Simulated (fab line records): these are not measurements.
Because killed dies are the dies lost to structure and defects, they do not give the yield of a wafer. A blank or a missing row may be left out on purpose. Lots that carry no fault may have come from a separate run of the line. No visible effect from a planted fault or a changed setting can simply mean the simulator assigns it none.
Comparing a struck lot with a sound one + flow ritCmos + 21 out of 202 route steps
Sound: wafers L851.1, L851.5, L851.6. Wafers L864.1, L864.2, L864.4 were the ones struck. The cause comes at the end.
Order at every step that has rows: each side's tool, ch and its chambers, its first start. Under that, the readings that differ: sound wafers + struck wafers + difference of the means + sigmas: that difference in standard deviations of wafers without a fault.
alike: readings whose means differ by less than 2 such deviations, and words and numbers that are the same on both sides. not compared: withheld readings, readings that some wafer has no value for, bounds like >300 that may hide the same value, and numbers for which the record gives no deviation and whose values overlap.
The two part at a step that has a row with sigmas, a row that says differs or no value, or rows on one side only. Numbers that have no deviation but don't overlap get no sigmas and don't part them. Lack of a reading on every wafer of one side parts them only where that side has two or more wafers.

RIT_GATE_CD_MEAS_16 targets a cd of 150 nm.
  sound on cdSem-02 at day 3 13:12; struck on cdSem-01 at day 6 06:35
  alike: cdNm
RIT_GATE_OVL_MEAS_17:
  sound on overlay-02 at day 3 13:19; struck on overlay-02 at day 6 06:42
  alike: GATE_OVL
then, 1 step without rows for these wafers: RIT_GATE_HARDBAKE_18 (time 60 s).
RIT_GATE_ETCH_19: etches poly-Si in SF6/CHF3/O2, stops on SiO2, time 165 s, target depth 312.5 nm.
  sound on rieSi-01 ch 1,2,3, day 3 13:31; struck on rieSi-02 ch 0,2,3, day 6 06:53
  alike: drypumpMotorCurrentA, oesProductAu, throttleValvePct
  not compared: rfHoursCounterH
RIT_GATE_STRIP_20: strips in O2, time 180 s.
  sound on plasmaAsher-02 ch 0,1, day 3 13:37; struck on plasmaAsher-04 ch 0,1, day 6 07:00
  alike: drypumpMotorCurrentA
  not compared: rfHoursCounterH
RIT_GATE_CD_MEAS_90 targets a cd of 150 nm.
  sound on cdSem-02 at day 3 13:47; struck on cdSem-01 at day 6 07:10
  alike: cdNm
then, 4 steps without rows for these wafers: RIT_REOX_CLEAN_00 (cleans in SC1, time 600 s); RIT_REOX_CLEAN_01 (cleans in dHF, time 30 s); RIT_REOX_CLEAN_02 (cleans in SC2, time 600 s); RIT_REOX_OXIDATION_03 (target thk 25.2 nm, ox time 5580 s).
RIT_REOX_THK_MEAS_04:
  sound on filmMetro-02 at day 3 16:51; struck on filmMetro-02 at day 6 10:52
  alike: REOX_OXIDE_THK
then, 1 step without rows for these wafers: RIT_NLDD_HMDS_00 (prime time 60 s).
RIT_NLDD_COAT_01: resist thk 1000 nm.
  sound on lithoTrack-02 ch 0, day 3 17:04; struck on lithoTrack-01 ch 0, day 6 11:05
| reading                                  | sound                | struck               | difference | sigmas |
|------------------------------------------|----------------------|----------------------|------------|--------|
| dispensePressureKPa (kPa)                | 51.2 51.3 51.3       | 55.4 55.5 55.4       | +4.2       | +2     |
| spinSpeedRpm (rpm)                       | 3252.3 3251.4 3248.2 | 3162.5 3166.6 3162.8 | -86.7      | -41    |
| model.NOVOLAK_of_NLDD_COAT_01.thkNm (nm) | 1000 999.5 999.3     | 1017 1016 1018       | +17        |        |
then, 4 steps without rows for these wafers: RIT_NLDD_SOFTBAKE_02 (time 60 s); RIT_NLDD_EXPOSE_03 (exposes mask M7, target cd 40700 nm); RIT_NLDD_PEB_04; RIT_NLDD_DEVELOP_05 (develop time 50 s).
RIT_NLDD_OVL_MEAS_06:
  sound on overlay-02 at day 3 17:53; struck on overlay-02 at day 6 11:54
  alike: NLDD_OVL
RIT_NLDD_HARDBAKE_07: time 60 s.
  sound on lithoTrack-02 ch 0, day 3 17:56; struck on lithoTrack-01 ch 0, day 6 11:56
| reading                                  | sound             | struck            | difference | sigmas |
|------------------------------------------|-------------------|-------------------|------------|--------|
| model.NOVOLAK_of_NLDD_COAT_01.thkNm (nm) | 883.9 883.3 883.2 | 898.9 897.8 899.9 | +15.4      |        |
after that, 1 step had no rows for these wafers: RIT_NLDD_IMPLANT_08.
RIT_M1_PROBE_99:
  the record has rows for the sound wafers here (prober-02, day 4 09:31) and none for the struck ones

== WHERE THEY PART ==
At RIT_NLDD_COAT_01 first; at RIT_M1_PROBE_99 last (within this record only).

WHY: what had been put in by the simulator
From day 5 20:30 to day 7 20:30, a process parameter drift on lithoTrack-01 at RIT_NLDD_COAT_01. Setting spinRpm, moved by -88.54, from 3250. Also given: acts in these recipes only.
